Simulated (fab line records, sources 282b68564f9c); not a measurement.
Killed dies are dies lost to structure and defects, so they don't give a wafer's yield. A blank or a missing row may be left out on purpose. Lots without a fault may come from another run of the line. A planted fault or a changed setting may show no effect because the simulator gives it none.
fab line records | flow rit_cmos
record lots=5 wafers=15 last_day=8
route steps=202 shown GATE@94 REOX@98 NLDD@103 M1@202
lots that met no fault: from a run of the same line without faults
start_h: hours from the record's first day to the start of the lot's first wafer shown | wait_h: hours since the lot's step before | " the same as in the row above | L1.1+2: a row that stands for several wafers | - no value, or no start given | * or withheld: withheld | < > ~ a bound
route shown NAME@n: a module of which the file shows steps, and the number in the route of the first | usual: mean/standard deviation of fault-free wafers | same: alike in all rows | chamber/n: place in a boat | sites: the reading at each site | _std_site: their standard deviation | _edge_site: outer sites' mean less inner sites' | radius_mm: how far each site lies from the wafer's centre | mask NAME#n: copy n | behind: the tool/chamber that last shaped the wafer | hold: why the lot was held/for how many hours/how that ended | device: the transistor (n, p or np) that didn't switch | end of line: the same wafers' tests at the end of the route | a step without rows: its recipe alone | killed: dies lost to structure and defects at the first sort, not the wafer's yield | map: a wafer's dies, x killed, . not, _ none there
set.NAME: the setting as run; set.NAME@STEP: as run at that earlier step | model.NAME: the simulator's own value behind a step, which no gauge read
lots at some steps of the route; a table a step, a row a wafer
services: from which hour (start_h, from the record's first day; less than 0 if before it) a tool's chamber was out of use, for how many hours, and why
## steps
# step RIT_GATE_HARDBAKE_18
# recipe resist=NOVOLAK temp_c=140 time_s=60
# step RIT_GATE_ETCH_19
# recipe chemistry=SF6/CHF3/O2 time_s=165 SF6_flow_sccm=30 CHF3_flow_sccm=30 O2_flow_sccm=5 target=poly-Si pressure_mtorr=40 rf_w=160 target_depth_a=3125 over_etch_frac=0.25 stop_on=SiO2
# usual drypump_motor_current_A=5.7/0.61 oes_product_au=0.847/0.014 throttle_valve_pct=10.23/0.15
# columns lot.wafer tool chamber start_h wait_h drypump_motor_current_A oes_product_au rf_hours_counter_h throttle_valve_pct
L961.1 rie_si-01 0 47.88 0.1 6.2 0.856 78 10.40
L961.3 " 3 " " 4.7 0.851 85 10.07
L961.6 " 1 " " 6.5 0.880 - 10.34
L963.2 rie_si-01 1 62.34 0.1 6.5 0.859 62 10.33
L963.3 " 0 " " 6.2 0.841 78 10.37
L963.6 " 0 " " 6.2 0.849 - 10.37
L969.1 rie_si-01 1 91.77 0.1 6.5 0.877 62 10.33
L969.2 " 0 " " 6.2 0.851 79 10.39
L969.5 " 0 " " 6.1 0.844 - 10.38
L970.1 rie_si-02 2 93.04 0.1 5.9 0.832 31 10.06
L970.3 " 1 " " 6.4 0.863 76 10.35
L970.5 " 0 " " 5.6 0.854 - 10.43
L982.1 rie_si-02 3 173.21 0.1 5.4 0.858 0 10.20
L982.4 " 2 " " 5.9 0.831 31 10.05
L982.6 " 2 " " 5.9 0.857 - 10.05
# step RIT_GATE_STRIP_20
# recipe chemistry=O2 time_s=180 resist=NOVOLAK platen_temp_c=withheld power_w=500 pressure_mtorr=4000 o2_flow_sccm=4000
# usual drypump_motor_current_A=5.8/0.51 rf_refl_power_W=7.3/0.86
# columns lot.wafer tool chamber start_h wait_h drypump_motor_current_A rf_hours_counter_h rf_refl_power_W
L961.1 plasma_asher-03 1 47.99 0.1 5.9 28 8.5
L961.3 " 1 " " 5.9 - 7.8
L961.6 " 1 " " 5.9 - 7.9
L963.2 plasma_asher-01 1 62.45 0.1 6.0 38 7.4
L963.3 " 0 " " 4.7 - 7.6
L963.6 " 0 " " 4.7 - 7.5
L969.1 plasma_asher-03 1 91.88 0.1 5.9 33 7.9
L969.2 " 0 " " 6.4 33 7.5
L969.5 " 1 " " 5.9 - 8.0
L970.1 plasma_asher-03 1 93.15 0.1 5.9 33 7.8
L970.3 " 0 " " 6.4 - 7.5
L970.5 " 0 " " 6.4 - 7.5
L982.1 plasma_asher-04 1 173.32 0.1 5.9 5 6.1
L982.4 " 1 " " 5.9 - 6.4
L982.6 " 1 " " 5.9 - 6.5
# step RIT_GATE_CD_MEAS_90
# recipe target_cd_nm=150
# usual cd_nm=150.1/2.3
# columns lot.wafer tool chamber start_h wait_h cd_nm
L961.1 cd_sem-01 - 48.16 0.1 152.8
L961.3 " - " " 151.7
L961.6 " - " " 153.5
L963.2 cd_sem-01 - 62.64 0.1 151.6
L963.3 " - " " 149.2
L963.6 " - " " 149.5
L969.1 cd_sem-01 - 92.06 0.1 149.8
L969.2 " - " " 150.7
L969.5 " - " " 151.7
L970.1 cd_sem-01 - 93.33 0.1 151.4
L970.3 " - " " 152.0
L970.5 " - " " 153.5
L982.1 cd_sem-02 - 173.49 0.1 149.4
L982.4 " - " " 149.6
L982.6 " - " " 149.1
# step RIT_REOX_CLEAN_00
# recipe chemistry=SC1 mix=3:3:50 time_s=600 temp_c=75
# step RIT_REOX_CLEAN_01
# recipe chemistry=dHF dilution=50:1 time_s=30
# step RIT_REOX_CLEAN_02
# recipe chemistry=SC2 mix=3:3:50 time_s=600 temp_c=75 dry=n2_spin
# step RIT_REOX_OXIDATION_03
# recipe temp_c=900 ambient=O2 target_thk_a=252 ox_time_s=5580
# step RIT_REOX_THK_MEAS_04
# recipe reads=SiO2_of_REOX_OXIDATION_03
# usual REOX_OXIDE_THK=25.1/0.37
# columns lot.wafer tool chamber start_h wait_h REOX_OXIDE_THK[nm]
L961.1 film_metro-01 - 53.14 0.0 24.8
L961.3 " - " " 25.2
L961.6 " - " " 25.5
L963.2 film_metro-03 - 66.42 0.0 25.4
L963.3 " - " " 25.6
L963.6 " - " " 25.9
L969.1 film_metro-02 - 95.92 0.0 25.1
L969.2 " - " " 24.9
L969.5 " - " " 24.3
L970.1 film_metro-03 - 96.73 0.0 25.3
L970.3 " - " " 25.5
L970.5 " - " " 24.9
L982.1 film_metro-01 - 178.71 0.0 24.8
L982.4 " - " " 24.9
L982.6 " - " " 25.2
# step RIT_NLDD_HMDS_00
# recipe prime_time_s=60 prime_temp_c=140
# step RIT_NLDD_COAT_01
# recipe resist=NOVOLAK spin_rpm=3250 resist_thk_nm=1000
# step RIT_NLDD_SOFTBAKE_02
# recipe resist=NOVOLAK temp_c=90 time_s=60
# step RIT_NLDD_EXPOSE_03
# recipe mask_id=M7 na=0.57 target_cd_nm=40700 dose_mj=250
# columns lot.wafer tool chamber start_h wait_h mask
L961.1+3+6 iline_stepper-02 0 53.78 0.2 M7#0
L963.2+3+6 iline_stepper-01 0 66.94 0.1 M7#0
L969.1+2+5 iline_stepper-01 0 96.55 0.2 M8#0
L970.1+3+5 iline_stepper-01 0 97.28 0.1 M7#0
L982.1+4+6 iline_stepper-01 0 179.35 0.2 M7#0
# step RIT_NLDD_PEB_04
# recipe resist=NOVOLAK temp_c=withheld time_s=withheld
# step RIT_NLDD_DEVELOP_05
# recipe resist=NOVOLAK develop_time_s=50 dev_temp_c=23
# step RIT_NLDD_OVL_MEAS_06
# usual NLDD_OVL=0.2/1.4
# columns lot.wafer tool chamber start_h wait_h NLDD_OVL[nm]
L961.1 overlay-01 - 54.18 - 1.1
L961.3 " - " " -1.2
L961.6 " - " " 1.2
L963.2 overlay-02 - 67.32 - -0.3
L963.3 " - " " 0.4
L963.6 " - " " 1.3
L969.1 overlay-02 - 96.95 - -
L969.2 " - " " -
L969.5 " - " " -
L970.1 overlay-02 - 97.68 - 1.9
L970.3 " - " " 0.8
L970.5 " - " " 1.3
L982.1 overlay-02 - 179.75 - -1.1
L982.4 " - " " 1.0
L982.6 " - " " 0.3
# step RIT_NLDD_HARDBAKE_07
# recipe resist=NOVOLAK temp_c=140 time_s=60
# step RIT_NLDD_IMPLANT_08
# recipe species=P energy_kev=20 dose_cm2=5e+14 tilt_deg=7
# step RIT_NLDD_STRIP_09
# recipe chemistry=O2 time_s=180 resist=NOVOLAK platen_temp_c=withheld power_w=500 pressure_mtorr=4000 o2_flow_sccm=4000
# usual drypump_motor_current_A=5.98/0.25 rf_refl_power_W=7.2/1.1
# columns lot.wafer tool chamber start_h wait_h drypump_motor_current_A rf_hours_counter_h rf_refl_power_W
L961.1 plasma_asher-04 1 54.51 0.1 5.90 42 6.3
L961.3 " 1 " " 5.88 - 6.1
L961.6 " 1 " " 5.89 - 6.4
L963.2 plasma_asher-03 0 67.65 0.1 6.42 30 8.0
L963.3 " 1 " " 5.92 - 7.8
L963.6 " 1 " " 5.91 - 8.1
L969.1 plasma_asher-03 0 97.29 0.1 6.40 33 7.9
L969.2 " 1 " " 5.90 33 8.1
L969.5 " 1 " " 5.94 - 8.2
L970.1 plasma_asher-03 0 98.02 0.1 6.37 34 7.8
L970.3 " 0 " " 6.37 - 7.5
L970.5 " 1 " " 5.98 - 7.9
L982.1 plasma_asher-03 1 180.08 0.1 5.94 41 8.2
L982.4 " 0 " " 6.40 - 7.5
L982.6 " 1 " " 5.91 - 7.9
# step RIT_NLDD_TW_MEAS_10
# usual NLDD_TW=2497/21
# columns lot.wafer tool chamber start_h wait_h hold NLDD_TW
L961.1 film_metro-02 - 54.69 0.1 - 2493
L961.3 " - " " - 2503
L961.6 " - " " - 2497
L963.2 film_metro-02 - 67.84 0.1 - 2498
L963.3 " - " " - 2483
L963.6 " - " " - 2484
L969.1 film_metro-02 - 97.46 0.1 await_dispo/0.2h/release 30
L969.2 " - " " await_dispo/0.2h/release 30
L969.5 " - " " await_dispo/0.2h/release 30
L969.1 film_metro-02 - 97.69 0.2 - 30
L969.2 " - " " - 30
L969.5 " - " " - 30
L970.1 film_metro-02 - 98.19 0.1 - 2490
L970.3 " - " " - 2493
L970.5 " - " " - 2491
L982.1 film_metro-03 - 180.26 0.1 - 2540
L982.4 " - " " - 2535
L982.6 " - " " - 2522
# step RIT_M1_PROBE_99
# usual defect_limited_yield=97.5/1 killed_at_contacts=0.0/0.22 killed_at_front_end=6.6/2.7 killed_dies=6.7/2.7 killed_open=3.4/2 killed_short=3.2/1.8 sort_bin_3_pad_short=0.1/0.23 sort_bin_5_function=1.4/0.68 sort_bin_6_memory=1.0/0.62 sort_n_pass=257.3/2.7 sort_yield_pct=97.5/1
# same gross_dies=264 killed_at_M0_to_M3=0 killed_at_M4_up=0 killed_at_back_side=0 killed_at_other=0
# columns lot.wafer tool chamber start_h wait_h defect_limited_yield[%] killed_at_contacts killed_at_front_end killed_dies killed_open killed_short sort_bin_3_pad_short[%] sort_bin_5_function[%] sort_bin_6_memory[%] sort_n_pass sort_yield_pct[%]
L961.1 prober-02 - 71.24 0.1 99.2 0 2 2 0 2 0 0.8 0 262.0 99.2
L961.3 prober-02 - 71.34 0.2 98.9 1 2 3 0 3 0 0.8 0.4 261.0 98.9
L961.6 prober-02 - 71.49 0.2 99.2 0 2 2 0 2 0 0.8 0 262.0 99.2
L963.2 prober-02 - 82.70 0.1 97.7 0 6 6 3 3 0.4 1.1 0.8 258.0 97.7
L963.3 prober-02 - 82.75 0.2 97.7 0 6 6 3 3 0 1.5 0.8 258.0 97.7
L963.6 prober-02 - 82.90 0.2 98.1 0 5 5 5 0 0 1.5 0.4 259.0 98.1
L970.1 prober-01 - 114.71 0.1 97.7 0 6 6 3 3 0 1.5 0.8 258.0 97.7
L970.3 prober-01 - 114.81 0.2 99.2 0 2 2 1 1 0 0 0.8 262.0 99.2
L970.5 prober-01 - 114.91 0.2 97.7 0 6 6 3 3 0 1.5 0.8 258.0 97.7
L982.1 prober-01 - 195.09 0.1 97.7 0 6 6 2 4 0 1.1 1.1 258.0 97.7
L982.4 prober-01 - 195.24 0.2 97.3 0 7 7 6 1 0 1.9 0.8 257.0 97.3
L982.6 prober-01 - 195.34 0.2 97.7 0 6 6 4 2 0 1.9 0.4 258.0 97.7
# killed by level:class
L961.1 GATE:geometric_particle:short=1 REOX:geometric_particle:short=1
L961.3 GATE:geometric_particle:short=2 CONTACT:geometric_particle:short=1
L961.6 GATE:geometric_particle:short=1 SILICIDE:geometric_particle:short=1
L963.2 GATE:geometric_particle:short=2 GATE:geometric_particle:open=2 FOX1:geometric_particle:open=1 SPACER:geometric_particle:short=1
L963.3 GATE:geometric_particle:open=2 FOX1:geometric_particle:short=1 FOX2:geometric_particle:short=1 SPACER:geometric_particle:short=1 SILICIDE:geometric_particle:open=1
L963.6 FOX1:geometric_particle:open=2 REOX:geometric_particle:open=2 FOX2:geometric_particle:open=1
L970.1 GATE:geometric_particle:open=1 REOX:geometric_particle:short=1 REOX:geometric_particle:open=1 SPACER:geometric_particle:short=1 SILICIDE:geometric_particle:open=1 SILICIDE:geometric_particle:short=1
L970.3 GATE:geometric_particle:open=1 REOX:geometric_particle:short=1
L970.5 GATE:geometric_particle:open=2 GATE:geometric_particle:short=1 REOX:geometric_particle:open=1 REOX:geometric_particle:short=1 SILICIDE:geometric_particle:short=1
L982.1 GATE:geometric_particle:open=2 SPACER:geometric_particle:short=2 FOX1:geometric_particle:short=1 GATE:geometric_particle:short=1
L982.4 GATE:geometric_particle:open=5 FOX1:geometric_particle:short=1 FOX1:geometric_particle:open=1
L982.6 FOX1:geometric_particle:open=3 REOX:geometric_particle:short=2 GATE:geometric_particle:open=1
## services
# columns tool chamber start_h hours kind
rie_si-02 1 39.93 5.8 repair
iline_stepper-02 - 47.79 4.4 pm
rie_si-01 2 54.40 11.3 repair
rie_si-01 1 76.73 5.1 repair
rie_si-02 - 91.81 0.1 repair
plasma_asher-01 - 103.33 0.4 repair
plasma_asher-04 - 108.75 9.0 pm
plasma_asher-04 0 108.75 9.0 vent_cycle
plasma_asher-04 1 108.75 9.0 vent_cycle
iline_stepper-02 - 115.35 7.2 repair
plasma_asher-04 0 117.75 - clean
plasma_asher-04 1 117.75 - clean
rie_si-01 1 121.53 2.1 repair
iline_stepper-02 - 122.57 1.7 pm
rie_si-02 3 131.90 - clean
rie_si-02 3 131.90 18.8 scheduled_down
rie_si-02 3 131.90 18.8 vent_cycle
plasma_asher-04 - 146.74 1.6 repair
iline_stepper-01 0 164.43 - calibration
## key
first_sign step=RIT_NLDD_EXPOSE_03 reading=mask direction=changed
effect step=RIT_NLDD_OVL_MEAS_06 reading=NLDD_OVL direction=missing
effect step=RIT_NLDD_TW_MEAS_10 reading=visit direction=added
effect step=RIT_NLDD_TW_MEAS_10 reading=NLDD_TW direction=down sigmas=99+ usual=2497 struck=30
met_at RIT_NLDD_EXPOSE_03
struck_wafers L969.1,L969.2,L969.5
scrapped_behind RIT_NLDD_TW_MEAS_10 L969.1,L969.2,L969.5
onset_between 66.94 96.55
fault kind=wrong_mask tool=any chamber=- onset_h=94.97 steps=RIT_NLDD_EXPOSE_03 aux_copy=M8#0 scope=struck_lots_only
